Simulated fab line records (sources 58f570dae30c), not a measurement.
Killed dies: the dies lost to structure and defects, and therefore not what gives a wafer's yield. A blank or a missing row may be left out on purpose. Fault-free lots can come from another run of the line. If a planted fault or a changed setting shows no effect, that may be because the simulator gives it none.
fab line records    flow berkeley-cmos170    part 2 of 2: steps 32 to 41 of 41
[record] lots = 5  wafers = 15  last-day = 12
route steps=331 shown CONTACT@236 M1@238 V1@254 M2@271
lots that met no fault: from a run of the same line without faults
start-h: hours from the record's first day to the start of the lot's first wafer shown    wait-h: hours since the lot's step before    " unchanged from the row above    L1.1+2: a single row standing in for several wafers    - value missing, or start not given    * or withheld: withheld    < > ~ a bound
route shown NAME@n: a module of which the file shows steps, and the number in the route of the first    usual: average and standard deviation across the fault-free wafers    same: alike in all rows    chamber/n: place in a boat    sites: per-site readings    _std_site: the values' standard deviation    _edge_site: the outer-site mean with the inner-site mean subtracted    radius-mm: how far each site lies from the wafer's centre    mask NAME#n: copy n    behind: tool/chamber where the wafer was last shaped    hold: the reason the lot was held/the length of the hold in hours/how it ended    device: names the non-switching transistor (n, p or np)    end of line: the route-end tests of the same wafers    step lacking rows: just its recipe    killed: dies lost to structure and defects at the first sort, not the wafer's yield    map: shows each die of a wafer: x if killed, . if not, _ if none is there
set.NAME: the setting the step ran with; set.NAME@STEP: the setting that earlier step ran with    model.NAME: the simulator's own value behind a step, which no gauge read
a table for each step, a row for each wafer; lots at some steps of the route
services: when a tool's chamber went out of use (start-h, in hours from the record's first day, below 0 if earlier), for how many hours, and the reason
[[steps]]
[step UCB170_V1_OVL_MEAS_13]
[usual] V1_OVL = 0/5.8
lot.wafer  tool        chamber  start-h  wait-h  V1_OVL[nm]
L083.1     overlay-01  -        211.77   0.1     3
L083.3     "           -        "        "       1
L083.6     "           -        "        "       4
L085.2     overlay-02  -        237.83   0.1     4
L085.3     "           -        "        "       6
L085.5     "           -        "        "       0
L088.1     overlay-01  -        238.37   0.1     -6
L088.3     "           -        "        "       -2
L088.5     "           -        "        "       -3
L089.2     overlay-02  -        238.55   0.1     -1
L089.4     "           -        "        "       3
L089.6     "           -        "        "       6
L094.1     overlay-02  -        270.86   0.1     -6
L094.2     "           -        "        "       2
L094.5     "           -        "        "       2
[step UCB170_V1_ETCH_14]
[recipe] chemistry = CHF3/CF4/Ar  target = SiO2  stop-on = Al  CHF3_flow_sccm = 45  cf4-flow-sccm = 15  Ar_flow_sccm = 150  pressure-mtorr = 200  rf-w = 700  target-depth-a = 12500  over-etch-frac = 0.25  time-s = 291
[usual] CHF3_flow_sccm = 45.03/0.14  drypump-motor-current-A = 5.5/0.44  oes-product-au = 0.877/0.013  throttle-valve-pct = 6.93/0.13
[same] over-etch-frac = 0.25
lot.wafer  tool         chamber  start-h  wait-h  CHF3_flow_sccm  drypump-motor-current-A  oes-product-au  rf-hours-counter-h  throttle-valve-pct
L083.1     rie-diel-04  0        211.80   0.0     44.83           6.2                      0.861           18                  7.10
L083.3     "            2        "        "       45.10           5.1                      0.889           114                 6.93
L083.6     "            3        "        "       44.81           6.1                      0.867           -                   6.71
L085.2     rie-diel-03  0        237.86   0.0     44.84           5.3                      0.902           38                  7.03
L085.3     "            2        "        "       45.08           4.7                      0.879           61                  6.92
L085.5     "            1        "        "       45.14           5.1                      0.882           -                   6.92
L088.1     rie-diel-04  3        238.41   0.0     44.98           6.1                      0.870           90                  6.71
L088.3     "            0        "        "       44.85           6.2                      0.867           19                  7.10
L088.5     "            3        "        "       45.03           6.1                      0.871           -                   6.72
L089.2     rie-diel-03  2        238.58   0.0     45.00           4.7                      0.884           61                  6.92
L089.4     "            1        "        "       45.04           5.1                      0.873           15                  6.93
L089.6     "            3        "        "       44.94           5.7                      0.866           -                   6.81
L094.1     rie-diel-01  1        270.90   0.0     45.01           5.2                      0.885           4                   6.86
L094.2     "            2        "        "       44.90           5.5                      0.900           115                 7.04
L094.5     "            2        "        "       45.06           5.5                      0.896           -                   7.04
[step UCB170_V1_STRIP_15]
[recipe] chemistry = O2  power-w = 400  pressure-mtorr = 3500  platen-temp-c = withheld  o2-flow-sccm = 400  overash-fraction = 0.5
[usual] drypump-motor-current-A = 5.6/0.66  oes-product-au = 0.722/0.0044  strip-time-to-endpoint-s = 15.30/0.091
lot.wafer  tool             chamber  start-h  wait-h  drypump-motor-current-A  oes-product-au  rf-hours-counter-h  strip-time-to-endpoint-s
L083.1     plasma-asher-03  1        211.98   0.1     6.1                      0.720           50                  15.44
L083.3     "                1        "        "       6.1                      0.722           -                   15.39
L083.6     "                1        "        "       6.1                      0.717           -                   15.29
L085.2     plasma-asher-01  0        238.04   0.1     4.8                      0.726           46                  15.18
L085.3     "                0        "        "       4.8                      0.723           -                   15.14
L085.5     "                1        "        "       5.5                      0.717           -                   15.26
L088.1     plasma-asher-04  1        238.59   0.1     6.1                      0.722           15                  15.24
L088.3     "                0        "        "       6.7                      0.723           -                   15.32
L088.5     "                0        "        "       6.7                      0.716           -                   15.33
L089.2     plasma-asher-01  0        238.76   0.1     4.8                      0.709           46                  15.29
L089.4     "                1        "        "       5.5                      0.721           -                   15.27
L089.6     "                0        "        "       4.8                      0.722           -                   15.28
L094.1     plasma-asher-03  1        271.08   0.1     6.1                      0.721           57                  15.40
L094.2     "                0        "        "       5.0                      0.718           57                  15.29
L094.5     "                0        "        "       5.0                      0.722           -                   15.37
[step UCB170_V1_CD_MEAS_90]
[recipe] target-cd-nm = 700
[usual] cd-nm = 699.8/1.6
lot.wafer  tool       chamber  start-h  wait-h  cd-nm
L083.1     cd-sem-01  -        212.08   0.1     698.3
L083.3     "          -        "        "       696.7
L083.6     "          -        "        "       695.5
L085.2     cd-sem-01  -        238.16   0.1     699.9
L085.3     "          -        "        "       699.9
L085.5     "          -        "        "       699.7
L088.1     cd-sem-01  -        238.69   0.1     699.7
L088.3     "          -        "        "       701.5
L088.5     "          -        "        "       699.0
L089.2     cd-sem-01  -        238.88   0.1     697.8
L089.4     "          -        "        "       698.2
L089.6     "          -        "        "       697.5
L094.1     cd-sem-02  -        271.18   0.1     701.0
L094.2     "          -        "        "       701.1
L094.5     "          -        "        "       701.4
[step UCB170_M2_PRE_CLEAN_00]
[recipe] gas = Ar  preclean-etch-time-s = 60
lot.wafer   tool            chamber  start-h  wait-h
L083.1+3+6  pvd-sputter-02  -        212.20   0.1
L085.2+3+5  pvd-sputter-03  -        238.26   0.1
L088.1+3+5  pvd-sputter-02  -        238.81   0.1
L089.2+4+6  pvd-sputter-04  -        238.98   0.1
L094.1+2+5  pvd-sputter-02  -        271.30   0.1
[step UCB170_M2_SPUTTER_01]
[recipe] material = Al  target-thk-nm = 900  time-s = 120  power-w = 6000  chamber-pressure-pa = 0.5
[usual] throttle-valve-pct = 29.9/1.4
lot.wafer  tool            chamber  start-h  wait-h  throttle-valve-pct
L083.1     pvd-sputter-02  -        212.27   0.0     29.9
L083.3     "               -        "        "       31.0
L083.6     "               -        "        "       30.9
L085.2     pvd-sputter-03  -        238.32   0.0     29.1
L085.3     "               -        "        "       27.7
L085.5     "               -        "        "       27.4
L088.1     pvd-sputter-02  -        238.87   0.0     30.1
L088.3     "               -        "        "       30.0
L088.5     "               -        "        "       29.7
L089.2     pvd-sputter-04  -        239.05   0.0     29.1
L089.4     "               -        "        "       30.9
L089.6     "               -        "        "       30.6
L094.1     pvd-sputter-02  -        271.37   0.0     29.6
L094.2     "               -        "        "       31.0
L094.5     "               -        "        "       30.8
[step UCB170_M2_RS_MEAS_02]
[recipe] thk-meas-gauge = four-point-probe  reads = Al_of_M2_SPUTTER_01
[usual] M2_AL_RS = 0.0322/0.00034
lot.wafer  tool           chamber  start-h  wait-h  M2_AL_RS[ohm/sq]
L083.1     film-metro-04  -        212.35   0.0     0.0320
L083.3     "              -        "        "       0.0320
L083.6     "              -        "        "       0.0321
L085.2     film-metro-04  -        238.43   0.1     0.0322
L085.3     "              -        "        "       0.0327
L085.5     "              -        "        "       0.0326
L088.1     film-metro-02  -        238.96   0.0     0.0321
L088.3     "              -        "        "       0.0320
L088.5     "              -        "        "       0.0323
L089.2     film-metro-04  -        239.15   0.1     0.0321
L089.4     "              -        "        "       0.0318
L089.6     "              -        "        "       0.0321
L094.1     film-metro-04  -        271.45   0.0     0.0325
L094.2     "              -        "        "       0.0322
L094.5     "              -        "        "       0.0326
[step UCB170_M2_THK_MEAS_03]
[recipe] thk-meas-gauge = xrf  reads = Al_of_M2_SPUTTER_01
[usual] M2_AL_THK = 908/14
lot.wafer  tool           chamber  start-h  wait-h  M2_AL_THK[nm]
L083.1     film-metro-04  -        212.47   0.1     908
L083.3     "              -        "        "       903
L083.6     "              -        "        "       908
L085.2     film-metro-04  -        238.54   0.1     902
L085.3     "              -        "        "       890
L085.5     "              -        "        "       892
L088.1     film-metro-02  -        239.08   0.1     911
L088.3     "              -        "        "       920
L088.5     "              -        "        "       914
L089.2     film-metro-04  -        239.26   0.1     897
L089.4     "              -        "        "       903
L089.6     "              -        "        "       899
L094.1     film-metro-04  -        271.57   0.1     899
L094.2     "              -        "        "       901
L094.5     "              -        "        "       895
[step UCB170_M2_HMDS_04]
[recipe] prime-time-s = 60  prime-temp-c = 100
lot.wafer   tool            chamber  start-h  wait-h
L083.1+3+6  litho-track-01  0        212.53   0.1
L085.2+3+5  litho-track-03  0        238.61   0.1
L088.1+3+5  litho-track-01  0        239.14   0.1
L089.2+4+6  litho-track-04  0        239.34   0.1
L094.1+2+5  litho-track-01  0        271.85   0.3
[step UCB170_M2_COAT_05]
[recipe] resist = KrF  spin-rpm = 1500  resist-thk-nm = 900
lot.wafer   tool            chamber  start-h  wait-h
L083.1+3+6  litho-track-01  0        212.68   0.1
L085.2+3+5  litho-track-03  0        238.76   0.1
L088.1+3+5  litho-track-01  0        239.29   0.1
L089.2+4+6  litho-track-04  0        239.49   0.1
L094.1+2+5  litho-track-01  0        272.00   0.1
[[services]]
tool             chamber  start-h  hours  kind
krf-scanner-02   -        187.76   0.4    repair
cmp-01           -        190.03   10.1   pm
krf-scanner-02   -        193.20   0.8    pm
krf-scanner-01   -        194.13   0.8    pm
krf-scanner-02   -        194.90   1.0    pm
rie-metal-04     0        195.92   5.3    repair
pvd-sputter-01   -        214.63   6.9    repair
krf-scanner-02   0        214.66   -      calibration
pvd-sputter-01   -        216.53   1.2    repair
rie-diel-03      2        218.54   1.2    repair
pvd-sputter-03   -        223.96   1.4    repair
cmp-02           -        226.80   1.3    repair
pvd-sputter-04   -        228.90   6.1    repair
krf-scanner-01   -        229.34   1.0    pm
cmp-02           -        232.02   4.0    pm
pecvd-02         -        242.50   14.0   pm
plasma-asher-03  -        247.36   0.5    repair
rie-diel-04      0        253.11   6.5    repair
rie-metal-02     -        258.01   0.8    repair
rie-diel-04      2        259.17   15.0   repair
krf-scanner-02   -        264.59   1.3    pm
rie-diel-03      0        265.08   14.3   repair
rie-metal-03     -        266.05   0.9    repair
rie-metal-04     1        267.90   6.2    repair
